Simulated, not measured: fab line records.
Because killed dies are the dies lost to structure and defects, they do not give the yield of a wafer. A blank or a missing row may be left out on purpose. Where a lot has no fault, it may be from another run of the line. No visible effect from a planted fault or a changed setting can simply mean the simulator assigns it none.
A struck lot beside a sound one | flow rit-cmos | 45 out of 202 route steps
Sound: the wafers L697.1, L697.3, L697.4. The struck wafers were L712.3, L712.5, L712.6. Last of all comes the cause.
Each step with rows lists, per side, the tool, then ch with its chambers, then its first start. Under that, the readings that differ: sound wafers | struck wafers | difference of the means | sigmas: that difference in standard deviations of wafers without a fault.
alike: a reading whose means differ by less than 2 such deviations, as well as words and numbers matching on both sides. not compared: withheld readings; readings where some wafer has no value; bounds like >300 that might hide an equal value; numbers whose values overlap and for which the record gives no deviation.
A row with sigmas, a row that says differs or no value, or rows on one side alone: a step with any of these is where the two part. When numbers do not overlap yet have no deviation, they are printed without sigmas and do not part them. A reading missing from all wafers of one side parts the sides only when that side holds two or more wafers.

first, 1 step without rows for these wafers: RIT_ACTIVE_DEVELOP_10 (develop time 50 s).
RIT_ACTIVE_CD_MEAS_11 targets a cd of 1400 nm.
  sound: cd-sem-01 at day 2 15:52; struck: cd-sem-02 at day 5 18:44
  reading    | sound                | struck               | difference | sigmas
  cd-nm (nm) | 1400.0 1398.9 1398.4 | 1403.9 1403.9 1404.8 | +5.1       | +2
then, 1 step without rows for these wafers: RIT_ACTIVE_HARDBAKE_12 (time 60 s).
RIT_ACTIVE_ETCH_13: etches Si3N4 in SF6, stops on SiO2, time 210 s, target depth 210 nm.
  sound on rie-diel-04 ch 0,2,3, day 2 16:08; struck on rie-diel-02 ch 0,1,2, day 5 18:58
  alike: chamber-pressure-mTorr, drypump-motor-current-A, oes-product-au, throttle-valve-pct
  not compared: rf-hours-counter-h
RIT_ACTIVE_STRIP_14: strips in O2, time 180 s.
  sound on plasma-asher-03 ch 0,1, day 2 16:16; struck on plasma-asher-04 ch 0,1, day 5 19:10
  alike: chamber-pressure-mTorr, drypump-motor-current-A
  not compared: rf-hours-counter-h
RIT_ACTIVE_CD_MEAS_90 targets a cd of 1400 nm.
  sound: cd-sem-02 at day 2 16:26; struck: cd-sem-01 at day 5 19:19
  alike: cd-nm
then, 4 steps without rows for these wafers: RIT_ACTIVE_CLEAN_15 (cleans in SC1, time 600 s); RIT_ACTIVE_CLEAN_16 (cleans in dHF, time 30 s); RIT_ACTIVE_CLEAN_17 (cleans in SC2, time 600 s); RIT_FOX1_OXIDATION_00 (target thk 350.7 nm, ox time 1130 s).
RIT_FOX1_THK_MEAS_01:
  sound: film-metro-02 at day 2 18:34; struck: film-metro-03 at day 6 00:01
  alike: FOX1_OXIDE_THK
then, 1 step without rows for these wafers: RIT_FOX1_WET_ETCH_02 (etches SiO2 in BOE, target depth 350 nm, time 390 s).
RIT_FOX2_OXIDATION_00: target thk 350.7 nm, ox time 1130 s.
  sound on furnace-01 ch 0, day 2 19:08; struck on furnace-01 ch 0, day 6 01:04
  reading                                     | sound                | struck               | difference | sigmas
  spike-tc-centre-C (C)                       | 1103.2 1103.5 1101.9 | 1113.3 1113.8 1112.1 | +10.2      | +9
  spike-tc-load-C (C)                         | 1131.6 1131.0 1131.2 | 1140.0 1141.2 1140.7 | +9.4       | +5
  spike-tc-source-C (C)                       | 1129.2 1128.5 1130.6 | 1137.3 1138.6 1137.4 | +8.3       | +6
  model.SiO2_of_FOX2_OXIDATION_00.thk-nm (nm) | 349.7 350.6 345.8    | 372.4 367 370.2      | +21.2      |
RIT_FOX2_THK_MEAS_01:
  sound: film-metro-01 at day 2 20:28; struck: film-metro-04 at day 6 02:24
  reading             | sound       | struck      | difference | sigmas
  FOX2_OXIDE_THK (nm) | 350 351 346 | 372 367 370 | +21        | +3
then, 2 steps without rows for these wafers: RIT_FOX2_CLEAN_02 (cleans in dHF, time 180 s); RIT_FOX2_WET_ETCH_03 (etches Si3N4 in H3PO4, target depth 195 nm, time 2700 s).
RIT_FOX2_THK_MEAS_90:
  sound: film-metro-01 at day 2 21:20; struck: film-metro-03 at day 6 03:16
  reading                     | sound       | struck      | difference | sigmas
  FIELD_OXIDE_LEFT_1_THK (nm) | 322 323 319 | 345 340 343 | +21        | +3
then, 6 steps without rows for these wafers: RIT_NWELL_HMDS_00 (prime time 60 s); RIT_NWELL_COAT_01 (resist thk 1300 nm); RIT_NWELL_SOFTBAKE_02 (time 60 s); RIT_NWELL_EXPOSE_03 (exposes mask M2, target cd 43900 nm); RIT_NWELL_PEB_04; RIT_NWELL_DEVELOP_05 (develop time 68 s).
RIT_NWELL_OVL_MEAS_06:
  sound: overlay-02 at day 2 22:38; struck: overlay-01 at day 6 04:27
  alike: NWELL_OVL
then, 2 steps without rows for these wafers: RIT_NWELL_HARDBAKE_07 (time 120 s); RIT_NWELL_IMPLANT_08.
RIT_NWELL_STRIP_09: strips in O2, time 180 s.
  sound on plasma-asher-03 ch 0,1, day 2 23:04; struck on plasma-asher-02 ch 0,1, day 6 04:56
  alike: chamber-pressure-mTorr, drypump-motor-current-A
  not compared: rf-hours-counter-h
RIT_NWELL_TW_MEAS_10:
  sound: film-metro-03 at day 2 23:14; struck: film-metro-03 at day 6 05:04
  alike: NWELL_TW
then, 6 steps without rows for these wafers: RIT_PWELL_HMDS_00 (prime time 60 s); RIT_PWELL_COAT_01 (resist thk 1286 nm); RIT_PWELL_SOFTBAKE_02 (time 60 s); RIT_PWELL_EXPOSE_03 (exposes mask M3, target cd 43700 nm); RIT_PWELL_PEB_04; RIT_PWELL_DEVELOP_05 (develop time 68 s).
RIT_PWELL_OVL_MEAS_06:
  sound: overlay-01 at day 3 00:11; struck: overlay-01 at day 6 06:08
  alike: PWELL_OVL
then, 2 steps without rows for these wafers: RIT_PWELL_HARDBAKE_07 (time 120 s); RIT_PWELL_IMPLANT_08.
RIT_PWELL_STRIP_09: strips in O2, time 180 s.
  sound on plasma-asher-01 ch 0,1, day 3 00:44; struck on plasma-asher-01 ch 0,1, day 6 06:37
  alike: chamber-pressure-mTorr, drypump-motor-current-A
  not compared: rf-hours-counter-h
RIT_PWELL_TW_MEAS_10:
  sound: film-metro-04 at day 3 00:54; struck: film-metro-02 at day 6 06:45
  reading  | sound       | struck      | difference | sigmas
  PWELL_TW | 932 932 929 | 963 961 957 | +29        | +3
then, 1 step without rows for these wafers: RIT_WELLDRIVE_ANNEAL_00 (time 14700 s).
RIT_WELLDRIVE_RS_MEAS_01: a four-point-probe measurement.
  sound: film-metro-04 at day 3 06:02; struck: film-metro-02 at day 6 13:06
  alike: NWELL_RS
RIT_WELLDRIVE_RS_MEAS_02: a four-point-probe measurement.
  sound: film-metro-04 at day 3 06:10; struck: film-metro-02 at day 6 13:13
  alike: PWELL_RS
RIT_FOX2_THK_MEAS_91:
  sound: film-metro-01 at day 3 09:49; struck: film-metro-03 at day 6 16:59
  reading                     | sound       | struck      | difference | sigmas
  FIELD_OXIDE_LEFT_2_THK (nm) | 255 256 251 | 277 272 275 | +21        | +3
RIT_SILICIDE_WET_ETCH_00: etches SiO2 in BOE, target depth 14 nm, time 15 s.
  sound on wet-bench-02 ch 1, day 4 07:16; struck on wet-bench-02 ch 3, day 7 10:29
  reading                                     | sound             | struck            | difference | sigmas
  model.SiO2_of_FOX2_OXIDATION_00.thk-nm (nm) | 149.3 149.8 144.3 | 171.7 164.3 168.9 | +20.5      |
  alike: bath-heat-duty-pct
RIT_M1_PROBE_99:
  sound: prober-01 at day 4 14:02; struck: prober-02 at day 7 17:52
  reading                      | sound             | struck            | difference | sigmas
  killed_at_M0_to_M3           | 0 0 2             | 0 0 0             | -1         | -3
  model.etest.field-n.vt-v (V) | 34.83 34.94 34.26 | 37.87 37.12 37.48 | +2.81      |
  alike: killed-at-front-end, killed-dies, killed-open, killed-short

WHERE THEY PART
At RIT_ACTIVE_CD_MEAS_11 first; at RIT_M1_PROBE_99 last (within this record only).

WHY: what had been put in by the simulator
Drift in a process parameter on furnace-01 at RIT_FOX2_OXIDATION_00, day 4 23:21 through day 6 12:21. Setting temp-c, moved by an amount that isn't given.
